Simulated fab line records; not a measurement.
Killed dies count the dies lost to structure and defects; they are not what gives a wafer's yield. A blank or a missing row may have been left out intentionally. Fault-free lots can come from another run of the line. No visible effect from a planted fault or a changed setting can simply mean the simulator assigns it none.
fab line records -- flow berkeley-cmos170 -- part 1 of 2: steps 1 to 32 of 43
record: lots: 5, wafers: 15, last-day: 13
route steps=331 shown NLDD@168 SPACER@171 PSD@175 NSD@187 BACKSIDE@199 SDANNEAL@204 PLDD@208 SILICIDE@210
lots with no fault: from the same line, run without faults
start-h: hours from the record's first day to the start of the lot's first wafer shown -- wait-h: hours since the lot's step before -- " repeats the value in the row above -- L1.1+2: a row that stands for several wafers -- - value missing, or start not given -- * or withheld: withheld -- < > ~ a bound
route shown NAME@n: a module of which the file shows steps, and the number in the route of the first -- usual: mean/standard deviation of fault-free wafers -- same: alike in all rows -- chamber/n: place in a boat -- sites: each site's reading -- _std_site: how widely they spread, as a standard deviation -- _edge_site: mean of outer sites minus mean of inner sites -- radius-mm: how far each site lies from the wafer's centre -- mask NAME#n: copy n -- behind: tool/chamber where the wafer was last shaped -- hold: why the lot went on hold/how many hours it stayed there/how the hold came to an end -- device: transistor that didn't switch, given as n, p or np -- end of line: the same wafers' tests at the end of the route -- a step given without rows: its recipe and nothing more -- killed: the dies lost at the first sort to structure and to defects; this is not the yield of the wafer -- map: a wafer's dies, marking killed ones x, the rest . and places with no die _
set.NAME: the setting the step ran with; set.NAME@STEP: the setting that earlier step ran with -- model.NAME: the simulator's own value behind a step, which no gauge read
lots at some steps of the route; a table a step, a row a wafer
services: a tool's chamber out of use, with start hour (start-h, from the record's first day; less than 0 if before it), hours out, and reason
== steps ==
step: UCB170_NLDD_STRIP_10
recipe: chemistry: O2, power-w: 400, pressure-mtorr: 3500, platen-temp-c: withheld, o2-flow-sccm: 400, overash-fraction: 0.5
usual: drypump-motor-current-A: 5.4/0.39, oes-product-au: 0.735/0.0048, strip-time-to-endpoint-s: 21.62/0.061
lot.wafer,tool,chamber,start-h,wait-h,drypump-motor-current-A,oes-product-au,rf-hours-counter-h,strip-time-to-endpoint-s
L075.1,plasma-asher-01,0,160.33,0.1,5.9,0.726,5,21.71
L075.5,plasma-asher-01,0,160.33,0.1,5.9,0.736,-,21.69
L075.6,plasma-asher-01,1,160.33,0.1,5.3,0.731,-,21.63
L078.2,plasma-asher-02,0,167.49,0.1,5.2,0.725,44,21.47
L078.3,plasma-asher-02,0,167.49,0.1,5.2,0.731,-,21.44
L078.5,plasma-asher-02,0,167.49,0.1,5.2,0.731,-,21.50
L081.2,plasma-asher-04,0,179.93,0.1,5.7,0.736,45,21.62
L081.4,plasma-asher-04,0,179.93,0.1,5.7,0.735,-,21.62
L081.6,plasma-asher-04,1,179.93,0.1,4.7,0.737,-,21.64
L086.1,plasma-asher-01,1,220.59,0.1,5.3,0.740,11,21.67
L086.2,plasma-asher-01,0,220.59,0.1,5.9,0.730,11,21.69
L086.4,plasma-asher-01,0,220.59,0.1,5.9,0.736,-,21.69
L096.1,plasma-asher-02,1,264.18,0.1,5.6,0.730,54,21.65
L096.4,plasma-asher-02,0,264.18,0.1,5.2,0.731,-,21.60
L096.6,plasma-asher-02,1,264.18,0.1,5.6,0.729,-,21.62
step: UCB170_NLDD_TW_MEAS_11
usual: NLDD_TW: 2215/13
lot.wafer,tool,chamber,start-h,wait-h,NLDD_TW
L075.1,film-metro-01,-,160.43,0.1,2180
L075.5,film-metro-01,-,160.43,0.1,2193
L075.6,film-metro-01,-,160.43,0.1,2188
L078.2,film-metro-04,-,167.60,0.1,2221
L078.3,film-metro-04,-,167.60,0.1,2223
L078.5,film-metro-04,-,167.60,0.1,2205
L081.2,film-metro-01,-,180.04,0.1,2199
L081.4,film-metro-01,-,180.04,0.1,2203
L081.6,film-metro-01,-,180.04,0.1,2204
L086.1,film-metro-02,-,220.69,0.1,2213
L086.2,film-metro-02,-,220.69,0.1,2230
L086.4,film-metro-02,-,220.69,0.1,2228
L096.1,film-metro-04,-,264.28,0.1,2216
L096.4,film-metro-04,-,264.28,0.1,2219
L096.6,film-metro-04,-,264.28,0.1,2238
step: UCB170_NLDD_CLEAN_12
recipe: chemistry: SPM, temp-c: 120, time-s: 600
lot.wafer,tool,chamber,start-h,wait-h
L075.1+5+6,wet-bench-03,2,160.55,0.1
L078.2+3+5,wet-bench-04,3,167.65,0.0
L081.2+4+6,wet-bench-01,3,180.45,0.4
L086.1+2+4,wet-bench-03,2,221.01,0.3
L096.1+4+6,wet-bench-01,1,264.34,0.1
step: UCB170_SPACER_CVD_00
recipe: material: SiO2, target-thk-nm: 376, temp-c: 390, precursor: TEOS/O2, time-s: 47, rf-w: 550, pressure-mtorr: 9000
usual: heater-power-w: 255/39
lot.wafer,tool,chamber,start-h,wait-h,heater-power-w
L075.1,pecvd-02,1,160.72,0.0,244
L075.5,pecvd-02,1,160.72,0.0,265
L075.6,pecvd-02,2,160.72,0.0,283
L078.2,pecvd-02,1,167.83,0.0,210
L078.3,pecvd-02,0,167.83,0.0,214
L078.5,pecvd-02,1,167.83,0.0,222
L081.2,pecvd-04,0,180.84,0.0,203
L081.4,pecvd-04,0,180.84,0.0,220
L081.6,pecvd-04,1,180.84,0.0,234
L086.1,pecvd-02,1,221.19,0.0,288
L086.2,pecvd-02,0,221.19,0.0,185
L086.4,pecvd-02,0,221.19,0.0,200
L096.1,pecvd-01,2,264.53,0.0,209
L096.4,pecvd-01,0,264.53,0.0,331
L096.6,pecvd-01,2,264.53,0.0,221
step: UCB170_SPACER_THK_MEAS_01
recipe: reads: SiO2_of_SPACER_CVD_00
usual: SPACER_TEOS_THK: 378/4.8
lot.wafer,tool,chamber,start-h,wait-h,SPACER_TEOS_THK[nm]
L075.1,film-metro-02,-,160.79,0.0,377
L075.5,film-metro-02,-,160.79,0.0,382
L075.6,film-metro-02,-,160.79,0.0,379
L078.2,film-metro-02,-,167.88,0.0,373
L078.3,film-metro-02,-,167.88,0.0,377
L078.5,film-metro-02,-,167.88,0.0,384
L081.2,film-metro-02,-,180.89,0.0,380
L081.4,film-metro-02,-,180.89,0.0,384
L081.6,film-metro-02,-,180.89,0.0,385
L086.1,film-metro-03,-,221.23,0.0,379
L086.2,film-metro-03,-,221.23,0.0,375
L086.4,film-metro-03,-,221.23,0.0,383
L096.1,film-metro-04,-,264.57,0.0,369
L096.4,film-metro-04,-,264.57,0.0,375
L096.6,film-metro-04,-,264.57,0.0,374
step: UCB170_SPACER_ANNEAL_02
recipe: temp-c: 900, time-s: 1800, ambient: N2
lot.wafer,tool,chamber,start-h,wait-h
L075.1+5+6,furnace-02,0,165.48,4.7
L078.2+3+5,furnace-04,0,172.71,4.8
L081.2+4+6,furnace-04,0,186.06,5.2
L086.1+2+4,furnace-04,0,223.33,2.1
L096.1+4+6,furnace-01,0,266.41,1.8
step: UCB170_SPACER_ETCHBACK_03
recipe: stop-on: Si, target: SiO2, chemistry: CHF3/CF4/Ar, CHF3_flow_sccm: 50, cf4-flow-sccm: 10, Ar_flow_sccm: 120, pressure-mtorr: 200, rf-w: 500, target-depth-a: 3760, time-s: 100
usual: drypump-motor-current-A: 5.86/0.29, oes-product-au: 0.903/0.015, throttle-valve-pct: 6.47/0.12
lot.wafer,tool,chamber,start-h,wait-h,drypump-motor-current-A,oes-product-au,rf-hours-counter-h,throttle-valve-pct
L075.1,rie-diel-02,0,166.98,0.0,6.16,0.922,0,6.60
L075.5,rie-diel-02,3,166.98,0.0,5.37,0.889,-,6.26
L075.6,rie-diel-02,0,166.98,0.0,6.11,0.921,-,6.62
L078.2,rie-diel-02,2,174.21,0.0,5.70,0.884,100,6.49
L078.3,rie-diel-02,0,174.21,0.0,6.12,0.922,1,6.61
L078.5,rie-diel-02,2,174.21,0.0,5.71,0.901,-,6.50
L081.2,rie-diel-03,1,187.56,0.0,6.22,0.916,77,6.54
L081.4,rie-diel-03,0,187.56,0.0,5.88,0.929,-,6.41
L081.6,rie-diel-03,1,187.56,0.0,6.22,0.933,-,6.52
L086.1,rie-diel-02,3,224.83,0.0,5.37,0.877,128,6.26
L086.2,rie-diel-02,1,224.83,0.0,5.77,0.896,76,6.30
L086.4,rie-diel-02,2,224.83,0.0,5.71,0.892,102,6.51
L096.1,rie-diel-03,1,267.91,0.0,6.24,0.899,81,6.52
L096.4,rie-diel-03,0,267.91,0.0,5.88,0.915,14,6.41
L096.6,rie-diel-03,1,267.91,0.0,6.24,0.907,-,6.53
step: UCB170_PSD_HMDS_00
recipe: prime-time-s: 60, prime-temp-c: 100
lot.wafer,tool,chamber,start-h,wait-h
L075.1+5+6,litho-track-03,0,167.05,0.0
L078.2+3+5,litho-track-02,0,174.78,0.5
L081.2+4+6,litho-track-03,0,187.66,0.1
L086.1+2+4,litho-track-04,0,224.90,0.0
L096.1+4+6,litho-track-02,0,268.33,0.4
step: UCB170_PSD_COAT_01
recipe: resist: KrF, spin-rpm: 1500, resist-thk-nm: 900
usual: spin-speed-rpm: 1500.1/0.98
lot.wafer,tool,chamber,start-h,wait-h,spin-speed-rpm
L075.1,litho-track-03,0,167.20,0.1,1499.9
L075.5,litho-track-03,0,167.20,0.1,1500.2
L075.6,litho-track-03,0,167.20,0.1,1499.5
L078.2,litho-track-02,0,174.93,0.1,1500.0
L078.3,litho-track-02,0,174.93,0.1,1499.8
L078.5,litho-track-02,0,174.93,0.1,1500.0
L081.2,litho-track-03,0,187.81,0.1,1500.0
L081.4,litho-track-03,0,187.81,0.1,1498.9
L081.6,litho-track-03,0,187.81,0.1,1498.7
L086.1,litho-track-04,0,225.05,0.1,1500.6
L086.2,litho-track-04,0,225.05,0.1,1500.6
L086.4,litho-track-04,0,225.05,0.1,1500.8
L096.1,litho-track-02,0,268.48,0.1,1500.9
L096.4,litho-track-02,0,268.48,0.1,1501.4
L096.6,litho-track-02,0,268.48,0.1,1501.7
step: UCB170_PSD_SOFTBAKE_02
recipe: resist: KrF, temp-c: 130, time-s: 60
lot.wafer,tool,chamber,start-h,wait-h
L075.1+5+6,litho-track-03,0,167.35,0.1
L078.2+3+5,litho-track-02,0,175.08,0.1
L081.2+4+6,litho-track-03,0,187.96,0.1
L086.1+2+4,litho-track-04,0,225.20,0.1
L096.1+4+6,litho-track-02,0,268.63,0.1
step: UCB170_PSD_EXPOSE_03
recipe: mask-id: PSELECT_MOD, na: 0.5, sigma-outer: 0.6, source-shape: conventional, target-cd-nm: 1200, dose-mj: 30
lot.wafer,tool,chamber,start-h,wait-h,mask
L075.1+5+6,krf-scanner-01,0,167.98,0.6,PSELECT_MOD#0
L078.2+3+5,krf-scanner-02,0,175.35,0.2,PSELECT_MOD#0
L081.2+4+6,krf-scanner-01,0,188.35,0.4,PSELECT_MOD#0
L086.1+2+4,krf-scanner-02,0,225.59,0.4,PSELECT_MOD#0
L096.1+4+6,krf-scanner-02,0,268.78,0.1,PSELECT_MOD#0
step: UCB170_PSD_PEB_04
recipe: peb-temp-c: 130, peb-time-s: withheld, resist: KrF
lot.wafer,tool,chamber,start-h,wait-h
L075.1+5+6,litho-track-04,0,168.10,0.1
L078.2+3+5,litho-track-02,0,175.51,0.1
L081.2+4+6,litho-track-03,0,188.50,0.1
L086.1+2+4,litho-track-02,0,225.80,0.2
L096.1+4+6,litho-track-02,0,269.51,0.7
step: UCB170_PSD_DEVELOP_05
recipe: developer: TMAH, develop-time-s: 45, resist: KrF, dev-temp-c: 21
lot.wafer,tool,chamber,start-h,wait-h
L075.1+5+6,litho-track-04,0,-,-
L078.2+3+5,litho-track-02,0,-,-
L081.2+4+6,litho-track-03,0,-,-
L086.1+2+4,litho-track-02,0,-,-
L096.1+4+6,litho-track-02,0,-,-
step: UCB170_PSD_CD_MEAS_06
recipe: target-cd-nm: 1200
usual: cd-nm: 1200.4/1.4
lot.wafer,tool,chamber,start-h,wait-h,cd-nm
L075.1,cd-sem-02,-,168.38,-,1200.6
L075.5,cd-sem-02,-,168.38,-,1200.2
L075.6,cd-sem-02,-,168.38,-,1200.1
L078.2,cd-sem-02,-,175.78,-,1200.5
L078.3,cd-sem-02,-,175.78,-,1199.2
L078.5,cd-sem-02,-,175.78,-,1200.4
L081.2,cd-sem-02,-,188.77,-,1201.5
L081.4,cd-sem-02,-,188.77,-,1202.1
L081.6,cd-sem-02,-,188.77,-,1201.7
L086.1,cd-sem-02,-,226.08,-,1201.3
L086.2,cd-sem-02,-,226.08,-,1202.0
L086.4,cd-sem-02,-,226.08,-,1201.6
L096.1,cd-sem-02,-,269.78,-,1199.0
L096.4,cd-sem-02,-,269.78,-,1199.5
L096.6,cd-sem-02,-,269.78,-,1199.4
step: UCB170_PSD_OVL_MEAS_07
usual: PSD_OVL: -4/5.4
lot.wafer,tool,chamber,start-h,wait-h,PSD_OVL[nm]
L075.1,overlay-02,-,168.50,0.1,-3
L075.5,overlay-02,-,168.50,0.1,-5
L075.6,overlay-02,-,168.50,0.1,0
L078.2,overlay-01,-,175.88,0.1,-3
L078.3,overlay-01,-,175.88,0.1,-6
L078.5,overlay-01,-,175.88,0.1,-7
L081.2,overlay-01,-,188.88,0.1,9
L081.4,overlay-01,-,188.88,0.1,3
L081.6,overlay-01,-,188.88,0.1,-6
L086.1,overlay-02,-,226.20,0.1,-10
L086.2,overlay-02,-,226.20,0.1,4
L086.4,overlay-02,-,226.20,0.1,1
L096.1,overlay-02,-,269.90,0.1,-3
L096.4,overlay-02,-,269.90,0.1,-8
L096.6,overlay-02,-,269.90,0.1,-7
step: UCB170_PSD_IMPLANT_08
recipe: species: B, dose-cm2: 3e+15, energy-kev: 19.73, tilt-deg: 7
lot.wafer,tool,chamber,start-h,wait-h
L075.1+5+6,implanter-04,0,168.53,0.0
L078.2+3+5,implanter-03,0,175.94,0.0
L081.2+4+6,implanter-03,0,188.93,0.0
L086.1+2+4,implanter-03,0,226.23,0.0
L096.1+4+6,implanter-01,0,269.94,0.0
step: UCB170_PSD_STRIP_09
recipe: chemistry: O2, power-w: 400, pressure-mtorr: 3500, platen-temp-c: withheld, o2-flow-sccm: 400, overash-fraction: 0.5
usual: drypump-motor-current-A: 5.3/0.34, oes-product-au: 0.602/0.0047, strip-time-to-endpoint-s: 29.28/0.085
lot.wafer,tool,chamber,start-h,wait-h,drypump-motor-current-A,oes-product-au,rf-hours-counter-h,strip-time-to-endpoint-s
L075.1,plasma-asher-02,0,168.68,0.1,5.2,0.593,45,29.16
L075.5,plasma-asher-02,1,168.68,0.1,5.6,0.599,-,29.19
L075.6,plasma-asher-02,0,168.68,0.1,5.2,0.613,-,29.22
L078.2,plasma-asher-01,1,176.06,0.1,5.3,0.597,7,29.32
L078.3,plasma-asher-01,0,176.06,0.1,5.9,0.605,-,29.27
L078.5,plasma-asher-01,0,176.06,0.1,5.9,0.608,-,29.28
L081.2,plasma-asher-02,1,189.06,0.1,5.6,0.596,47,29.33
L081.4,plasma-asher-02,0,189.06,0.1,5.2,0.609,-,29.39
L081.6,plasma-asher-02,0,189.06,0.1,5.2,0.608,-,29.34
L086.1,plasma-asher-02,0,226.38,0.1,5.2,0.603,50,29.37
L086.2,plasma-asher-02,1,226.38,0.1,5.6,0.598,50,29.32
L086.4,plasma-asher-02,1,226.38,0.1,5.6,0.600,-,29.23
L096.1,plasma-asher-02,1,270.09,0.1,5.6,0.599,55,29.34
L096.4,plasma-asher-02,1,270.09,0.1,5.6,0.600,-,29.41
L096.6,plasma-asher-02,0,270.09,0.1,5.2,0.598,-,29.45
step: UCB170_PSD_TW_MEAS_10
usual: PSD_TW: 2319/14
lot.wafer,tool,chamber,start-h,wait-h,PSD_TW
L075.1,film-metro-01,-,168.78,0.1,2301
L075.5,film-metro-01,-,168.78,0.1,2294
L075.6,film-metro-01,-,168.78,0.1,2308
L078.2,film-metro-04,-,176.17,0.1,2332
L078.3,film-metro-04,-,176.17,0.1,2335
L078.5,film-metro-04,-,176.17,0.1,2323
L081.2,film-metro-01,-,189.17,0.1,2299
L081.4,film-metro-01,-,189.17,0.1,2301
L081.6,film-metro-01,-,189.17,0.1,2302
L086.1,film-metro-01,-,226.48,0.1,2332
L086.2,film-metro-01,-,226.48,0.1,2329
L086.4,film-metro-01,-,226.48,0.1,2333
L096.1,film-metro-04,-,270.19,0.1,2343
L096.4,film-metro-04,-,270.19,0.1,2335
L096.6,film-metro-04,-,270.19,0.1,2342
step: UCB170_PSD_CLEAN_11
recipe: chemistry: SPM, temp-c: 120, time-s: 600
lot.wafer,tool,chamber,start-h,wait-h
L075.1+5+6,wet-bench-02,0,168.84,0.1
L078.2+3+5,wet-bench-01,1,176.29,0.1
L081.2+4+6,wet-bench-02,0,189.22,0.0
L086.1+2+4,wet-bench-04,0,226.98,0.5
L096.1+4+6,wet-bench-02,1,271.77,1.6
step: UCB170_NSD_HMDS_00
recipe: prime-time-s: 60, prime-temp-c: 100
lot.wafer,tool,chamber,start-h,wait-h
L075.1+5+6,litho-track-03,0,169.13,0.1
L078.2+3+5,litho-track-01,0,176.71,0.2
L081.2+4+6,litho-track-03,0,189.59,0.2
L086.1+2+4,litho-track-03,0,227.16,0.0
L096.1+4+6,litho-track-01,0,272.56,0.6
step: UCB170_NSD_COAT_01
recipe: resist: KrF, spin-rpm: 1500, resist-thk-nm: 900
usual: spin-speed-rpm: 1500.0/1
lot.wafer,tool,chamber,start-h,wait-h,spin-speed-rpm
L075.1,litho-track-03,0,169.28,0.1,1499.5
L075.5,litho-track-03,0,169.28,0.1,1499.6
L075.6,litho-track-03,0,169.28,0.1,1497.8
L078.2,litho-track-01,0,176.86,0.1,1499.2
L078.3,litho-track-01,0,176.86,0.1,1500.0
L078.5,litho-track-01,0,176.86,0.1,1498.6
L081.2,litho-track-03,0,189.74,0.1,1500.9
L081.4,litho-track-03,0,189.74,0.1,1501.3
L081.6,litho-track-03,0,189.74,0.1,1500.4
L086.1,litho-track-03,0,227.31,0.1,1501.9
L086.2,litho-track-03,0,227.31,0.1,1499.7
L086.4,litho-track-03,0,227.31,0.1,1500.5
L096.1,litho-track-01,0,272.71,0.1,1499.0
L096.4,litho-track-01,0,272.71,0.1,1500.8
L096.6,litho-track-01,0,272.71,0.1,1499.6
step: UCB170_NSD_SOFTBAKE_02
recipe: resist: KrF, temp-c: 130, time-s: 60
lot.wafer,tool,chamber,start-h,wait-h
L075.1+5+6,litho-track-03,0,169.43,0.1
L078.2+3+5,litho-track-01,0,177.01,0.1
L081.2+4+6,litho-track-03,0,189.89,0.1
L086.1+2+4,litho-track-03,0,227.46,0.1
L096.1+4+6,litho-track-01,0,272.86,0.1
step: UCB170_NSD_EXPOSE_03
recipe: mask-id: NSELECT_MOD, na: 0.5, sigma-outer: 0.6, source-shape: conventional, target-cd-nm: 1200, dose-mj: 30
lot.wafer,tool,chamber,start-h,wait-h,mask
L075.1+5+6,krf-scanner-02,0,169.94,0.5,NSELECT_MOD#0
L078.2+3+5,krf-scanner-02,0,177.16,0.1,NSELECT_MOD#0
L081.2+4+6,krf-scanner-01,0,190.04,0.1,NSELECT_MOD#0
L086.1+2+4,krf-scanner-02,0,227.73,0.2,NSELECT_MOD#0
L096.1+4+6,krf-scanner-01,0,273.36,0.5,NSELECT_MOD#0
step: UCB170_NSD_PEB_04
recipe: peb-temp-c: 130, peb-time-s: withheld, resist: KrF
lot.wafer,tool,chamber,start-h,wait-h
L075.1+5+6,litho-track-01,0,170.06,0.1
L078.2+3+5,litho-track-01,0,177.44,0.3
L081.2+4+6,litho-track-04,0,190.16,0.1
L086.1+2+4,litho-track-03,0,227.88,0.1
L096.1+4+6,litho-track-03,0,273.80,0.4
step: UCB170_NSD_DEVELOP_05
recipe: developer: TMAH, develop-time-s: 45, resist: KrF, dev-temp-c: 21
lot.wafer,tool,chamber,start-h,wait-h
L075.1+5+6,litho-track-01,0,-,-
L078.2+3+5,litho-track-01,0,-,-
L081.2+4+6,litho-track-04,0,-,-
L086.1+2+4,litho-track-03,0,-,-
L096.1+4+6,litho-track-03,0,-,-
step: UCB170_NSD_CD_MEAS_06
recipe: target-cd-nm: 1200
usual: cd-nm: 1200.1/1.5
lot.wafer,tool,chamber,start-h,wait-h,cd-nm
L075.1,cd-sem-01,-,170.33,-,1200.4
L075.5,cd-sem-01,-,170.33,-,1199.7
L075.6,cd-sem-01,-,170.33,-,1198.8
L078.2,cd-sem-02,-,177.71,-,1200.7
L078.3,cd-sem-02,-,177.71,-,1201.6
L078.5,cd-sem-02,-,177.71,-,1201.2
L081.2,cd-sem-01,-,190.43,-,1200.3
L081.4,cd-sem-01,-,190.43,-,1199.6
L081.6,cd-sem-01,-,190.43,-,1200.7
L086.1,cd-sem-01,-,228.16,-,1202.0
L086.2,cd-sem-01,-,228.16,-,1202.1
L086.4,cd-sem-01,-,228.16,-,1203.5
L096.1,cd-sem-02,-,274.07,-,1200.4
L096.4,cd-sem-02,-,274.07,-,1200.9
L096.6,cd-sem-02,-,274.07,-,1199.3
step: UCB170_NSD_OVL_MEAS_07
usual: NSD_OVL: 6/5.3
lot.wafer,tool,chamber,start-h,wait-h,NSD_OVL[nm]
L075.1,overlay-01,-,170.45,0.1,-4
L075.5,overlay-01,-,170.45,0.1,-3
L075.6,overlay-01,-,170.45,0.1,0
L078.2,overlay-01,-,177.81,0.1,9
L078.3,overlay-01,-,177.81,0.1,12
L078.5,overlay-01,-,177.81,0.1,10
L081.2,overlay-01,-,190.54,0.1,12
L081.4,overlay-01,-,190.54,0.1,15
L081.6,overlay-01,-,190.54,0.1,10
L086.1,overlay-02,-,228.28,0.1,1
L086.2,overlay-02,-,228.28,0.1,1
L086.4,overlay-02,-,228.28,0.1,2
L096.1,overlay-02,-,274.19,0.1,10
L096.4,overlay-02,-,274.19,0.1,9
L096.6,overlay-02,-,274.19,0.1,11
step: UCB170_NSD_IMPLANT_08
recipe: species: P, dose-cm2: 3e+15, energy-kev: 40.53, tilt-deg: 7
lot.wafer,tool,chamber,start-h,wait-h
L075.1+5+6,implanter-03,0,170.49,0.0
L078.2+3+5,implanter-04,0,177.87,0.0
L081.2+4+6,implanter-03,0,190.59,0.0
L086.1+2+4,implanter-03,0,228.31,0.0
L096.1+4+6,implanter-04,0,274.23,0.0
step: UCB170_NSD_STRIP_09
recipe: chemistry: O2, power-w: 400, pressure-mtorr: 3500, platen-temp-c: withheld, o2-flow-sccm: 400, overash-fraction: 0.5
usual: drypump-motor-current-A: 5.2/0.36, oes-product-au: 0.533/0.0044, strip-time-to-endpoint-s: 36.03/0.07
lot.wafer,tool,chamber,start-h,wait-h,drypump-motor-current-A,oes-product-au,rf-hours-counter-h,strip-time-to-endpoint-s
L075.1,plasma-asher-04,1,170.64,0.1,4.7,0.537,44,36.01
L075.5,plasma-asher-04,1,170.64,0.1,4.7,0.534,-,36.07
L075.6,plasma-asher-04,0,170.64,0.1,5.7,0.527,-,36.07
L078.2,plasma-asher-02,0,177.99,0.1,5.2,0.534,46,35.93
L078.3,plasma-asher-02,0,177.99,0.1,5.2,0.540,-,35.94
L078.5,plasma-asher-02,1,177.99,0.1,5.6,0.536,-,36.02
L081.2,plasma-asher-02,0,190.72,0.1,5.2,0.529,47,36.07
L081.4,plasma-asher-02,0,190.72,0.1,5.3,0.535,-,35.96
L081.6,plasma-asher-02,1,190.72,0.1,5.6,0.534,-,36.01
L086.1,plasma-asher-02,0,228.46,0.1,5.2,0.531,51,35.98
L086.2,plasma-asher-02,1,228.46,0.1,5.6,0.533,51,36.01
L086.4,plasma-asher-02,1,228.46,0.1,5.6,0.533,-,35.99
L096.1,plasma-asher-02,1,274.38,0.1,5.6,0.535,56,36.04
L096.4,plasma-asher-02,0,274.38,0.1,5.2,0.534,-,36.12
L096.6,plasma-asher-02,0,274.38,0.1,5.2,0.533,-,36.03
step: UCB170_NSD_TW_MEAS_10
usual: NSD_TW: 4193/25
lot.wafer,tool,chamber,start-h,wait-h,NSD_TW
L075.1,film-metro-01,-,170.74,0.1,4170
L075.5,film-metro-01,-,170.74,0.1,4139
L075.6,film-metro-01,-,170.74,0.1,4154
L078.2,film-metro-01,-,178.10,0.1,4150
L078.3,film-metro-01,-,178.10,0.1,4164
L078.5,film-metro-01,-,178.10,0.1,4165
L081.2,film-metro-02,-,190.83,0.1,4216
L081.4,film-metro-02,-,190.83,0.1,4228
L081.6,film-metro-02,-,190.83,0.1,4231
L086.1,film-metro-02,-,228.62,0.1,4204
L086.2,film-metro-02,-,228.62,0.1,4206
L086.4,film-metro-02,-,228.62,0.1,4201
L096.1,film-metro-01,-,274.48,0.1,4191
L096.4,film-metro-01,-,274.48,0.1,4185
L096.6,film-metro-01,-,274.48,0.1,4164
step: UCB170_NSD_CLEAN_11
recipe: chemistry: SPM, temp-c: 120, time-s: 600
lot.wafer,tool,chamber,start-h,wait-h
L075.1+5+6,wet-bench-01,1,170.81,0.1
L078.2+3+5,wet-bench-01,0,178.15,0.0
L081.2+4+6,wet-bench-03,0,190.88,0.0
L086.1+2+4,wet-bench-02,1,228.68,0.1
L096.1+4+6,wet-bench-01,2,274.54,0.1
step: UCB170_BACKSIDE_HMDS_00
recipe: prime-time-s: 60, prime-temp-c: 100
lot.wafer,tool,chamber,start-h,wait-h
L075.1+5+6,litho-track-01,0,171.32,0.3
L078.2+3+5,litho-track-02,0,178.37,0.0
L081.2+4+6,litho-track-02,0,191.19,0.1
L086.1+2+4,litho-track-01,0,228.85,0.0
L096.1+4+6,litho-track-04,0,275.22,0.5
